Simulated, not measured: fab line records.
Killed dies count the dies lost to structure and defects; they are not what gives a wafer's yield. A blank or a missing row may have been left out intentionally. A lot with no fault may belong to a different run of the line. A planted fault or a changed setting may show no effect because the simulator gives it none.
Which tool was responsible?	flow berkeley-cmos170	7 lots, 21 wafers sampled, at 2 steps of a route of 331

## WHAT EACH GAUGE READ, for each wafer
UCB170_M1_RS_MEAS_01: the measuring method here is four-point-probe.
lot	measured	on	M1_AL_RS (ohm/sq)
L252	day 9 03:45	film-metro-01	0.0475 0.0478 0.0472
L255	day 9 08:19	film-metro-02	0.0471 0.0469 0.0467
L256	day 9 18:53	film-metro-02	0.0472 0.0473 0.0470
L258	day 10 10:28	film-metro-02	0.0474 0.0473 0.0476
L259	day 10 19:08	film-metro-02	0.0242 0.0479 0.0481
L263	day 11 07:35	film-metro-01	0.0472 0.0468 0.0467
L271	day 13 22:25	film-metro-02	0.0467 0.0470 0.0469

## EACH LOT AND THE TOOL THAT RAN IT (in order: tool; ch and the chambers of the sampled wafers; start)
lot	UCB170_M1_SPUTTER_00
L252	pvd-sputter-02, day 9 03:41
L255	pvd-sputter-02, day 9 08:16
L256	pvd-sputter-01, day 9 18:48
L258	pvd-sputter-04, day 10 10:23
L259	pvd-sputter-04, day 10 19:05
L263	pvd-sputter-02, day 11 07:32
L271	pvd-sputter-02, day 13 22:19
- UCB170_M1_SPUTTER_00: material Al, target thk 600 nm, time 80 s.

## THE ANSWER, worked out from the rows above alone
Rule: what is usual is taken from the lots themselves. The widest of any qualifying gaps counts: lots, ordered by their means at a reading, are off when they make up no more than a third of the lots, leave a main group of 4 or more, and stand apart from it by 3 or more times the standard deviation of that group's means. Not used: any main group whose means are identical at the precision the tables above print for the reading. A lot without any number at a reading at which 4 lots or more have one is off too. Any other lot the step has rows for is counted as sound.
Off: L259, seen at UCB170_M1_RS_MEAS_01 (M1_AL_RS). The main group has a mean of 0.0471 ohm/sq with a standard deviation of 0.00026.
A tool fits if, at a process step before that reading, it ran every lot that is off, and no sound lot after the first of them. Gauges at UCB170_M1_RS_MEAS_01: tried the same way as those tools. One candidate fits, namely pvd-sputter-04 at UCB170_M1_SPUTTER_00. Its last sound lot is L258 (day 10 10:23), its first lot that is off L259 (day 10 19:05): a fault that began between those two fits.

## WHAT HAD BEEN PUT IN BY THE SIMULATOR
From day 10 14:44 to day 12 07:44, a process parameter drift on pvd-sputter-04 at UCB170_M1_SPUTTER_00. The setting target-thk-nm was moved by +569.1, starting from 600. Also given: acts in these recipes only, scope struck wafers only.
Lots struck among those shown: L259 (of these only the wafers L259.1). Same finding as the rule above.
